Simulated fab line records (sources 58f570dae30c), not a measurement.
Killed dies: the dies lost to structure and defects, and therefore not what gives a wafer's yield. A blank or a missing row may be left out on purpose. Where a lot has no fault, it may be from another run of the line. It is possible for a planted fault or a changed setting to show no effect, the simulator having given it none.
Struck lot and sound lot, side by side | flow berkeley-cmos170 | 23 steps out of a route of 331
Sound: wafers L680.1, L680.2, L680.6. Wafers L694.1, L694.2, L694.4 were the ones struck. The cause is given at the end.
Order at every step that has rows: each side's tool, ch and its chambers, its first start. Under that, the readings that differ: sound wafers | struck wafers | difference of the means | sigmas: that difference in standard deviations of wafers without a fault.
alike: readings whose means differ by less than 2 such deviations, and words and numbers that are the same on both sides. not compared: withheld readings, readings that some wafer has no value for, bounds like >300 that may hide the same value, and numbers for which the record gives no deviation and whose values overlap.
A row with sigmas, a row that says differs or no value, or rows on one side alone: a step with any of these is where the two part. When numbers do not overlap yet have no deviation, they are printed without sigmas and do not part them. A reading that every wafer of one side lacks parts them only if that side has two wafers or more.

UCB170_M2_OVL_MEAS_16:
  struck on overlay-01, day 12 04:42; sound on overlay-01, day 8 11:18
  alike: M2_OVL
UCB170_M2_ETCH_17: etches BARC in N2/H2.
  sound on rie-diel-02 ch 0,1,2, day 8 11:20; struck on rie-diel-02 ch 0,1,2, day 12 04:44
  alike: drypump-motor-current-A, oes-product-au, throttle-valve-pct
UCB170_M2_METAL_ETCH_18: etches Al in Cl2/BCl3, stops on SiO2, target depth 1170 nm, time 195 s.
  sound on rie-metal-04 ch 0,1, day 8 11:23; struck on rie-metal-01 ch 0,1, day 12 04:47
  alike: drypump-motor-current-A, mfc-cl2-sccm, oes-product-au, throttle-valve-pct
  not compared: rf-hours-counter-h
UCB170_M2_STRIP_19: strips in O2.
  sound on plasma-asher-01 ch 0,1, day 8 11:34; struck on plasma-asher-01 ch 0,1, day 12 04:58
  alike: drypump-motor-current-A, oes-product-au
  not compared: rf-hours-counter-h
UCB170_M2_CD_MEAS_90 targets a cd of 700 nm.
  struck on cd-sem-01, day 12 05:07; sound on cd-sem-01, day 8 11:40
  alike: cd-nm
UCB170_V2_CVD_00: deposits SiO2 from TEOS/O2, target thk 2000 nm, time 250 s.
  sound on pecvd-01 ch 0,1, day 8 11:47; struck on pecvd-01 ch 0,2, day 12 05:14
  alike: heater-power-w
UCB170_V2_THK_MEAS_01:
  struck on film-metro-03, day 12 05:23; sound on film-metro-03, day 8 11:56
  alike: V2_TEOS_THK
UCB170_V2_CMP_02: polishes SiO2.
  sound on cmp-01 ch 0,1,2, day 8 12:03; struck on cmp-01 ch 1,2,3, day 12 05:26
  alike: motor-current-A
UCB170_V2_BOW_MEAS_03:
  struck on film-metro-03, day 12 05:44; sound on film-metro-04, day 8 12:18
  alike: V2_BOW
UCB170_V2_THK_MEAS_04:
  struck on film-metro-03, day 12 05:52; sound on film-metro-04, day 8 12:25
  alike: V2_POLISHED_THK
then, 2 steps without rows for these wafers: UCB170_V2_CLEAN_05 (cleans in DIW); UCB170_V2_HMDS_06 (prime time 60 s).
UCB170_V2_COAT_07: resist thk 900 nm.
  sound on litho-track-03 ch 0, day 8 12:58; struck on litho-track-01 ch 0, day 12 06:38
  reading                             | sound             | struck        | difference | sigmas
  model.KrF_of_V2_COAT_07.thk-nm (nm) | 903.3 904.4 901.9 | 963.7 968 965 | +62.4      |
  alike: chill-plate-temp-C
then, 4 steps without rows for these wafers: UCB170_V2_SOFTBAKE_08 (time 60 s); UCB170_V2_EXPOSE_09 (exposes mask VIA2, target cd 700 nm); UCB170_V2_PEB_10; UCB170_V2_DEVELOP_11 (develop time 45 s).
UCB170_V2_CD_MEAS_12 targets a cd of 700 nm.
  struck on cd-sem-01, day 12 07:21; sound on cd-sem-01, day 8 13:41
  reading    | sound             | struck            | difference | sigmas
  cd-nm (nm) | 701.6 701.1 701.1 | 696.7 696.4 696.5 | -4.7       | -4
UCB170_V2_OVL_MEAS_13:
  struck on overlay-01, day 12 07:28; sound on overlay-01, day 8 13:48
  alike: V2_OVL
UCB170_V2_ETCH_14: etches SiO2 in CHF3/CF4/Ar, stops on Al, target depth 1250 nm, time 291 s.
  sound on rie-diel-01 ch 1,3, day 8 13:50; struck on rie-diel-04 ch 0,1,2, day 12 07:31
  reading                             | sound             | struck            | difference | sigmas
  model.KrF_of_V2_COAT_07.thk-nm (nm) | 612.2 616.5 609.4 | 671.3 677.5 669.1 | +59.9      |
  alike: CHF3_flow_sccm, drypump-motor-current-A, oes-product-au, throttle-valve-pct
  not compared: rf-hours-counter-h
UCB170_V2_STRIP_15: strips in O2.
  sound on plasma-asher-03 ch 0,1, day 8 14:01; struck on plasma-asher-02 ch 0,1, day 12 07:41
  reading                      | sound             | struck            | difference | sigmas
  strip-time-to-endpoint-s (s) | 15.35 15.48 15.30 | 16.71 16.84 16.65 | +1.36      | +14
  alike: drypump-motor-current-A, oes-product-au
  not compared: rf-hours-counter-h
UCB170_V2_CD_MEAS_90 targets a cd of 700 nm.
  struck on cd-sem-02, day 12 07:47; sound on cd-sem-02, day 8 14:07
  reading    | sound             | struck            | difference | sigmas
  cd-nm (nm) | 701.5 700.1 700.8 | 697.5 697.0 695.5 | -4.1       | -3
UCB170_M3_PROBE_99:
  only the struck wafers here have rows in the record (prober-01, day 12 11:05); the sound ones have none

WHERE THEY PART
First at UCB170_V2_CD_MEAS_12; last, within this record, at UCB170_M3_PROBE_99.

WHY: what had been put in by the simulator
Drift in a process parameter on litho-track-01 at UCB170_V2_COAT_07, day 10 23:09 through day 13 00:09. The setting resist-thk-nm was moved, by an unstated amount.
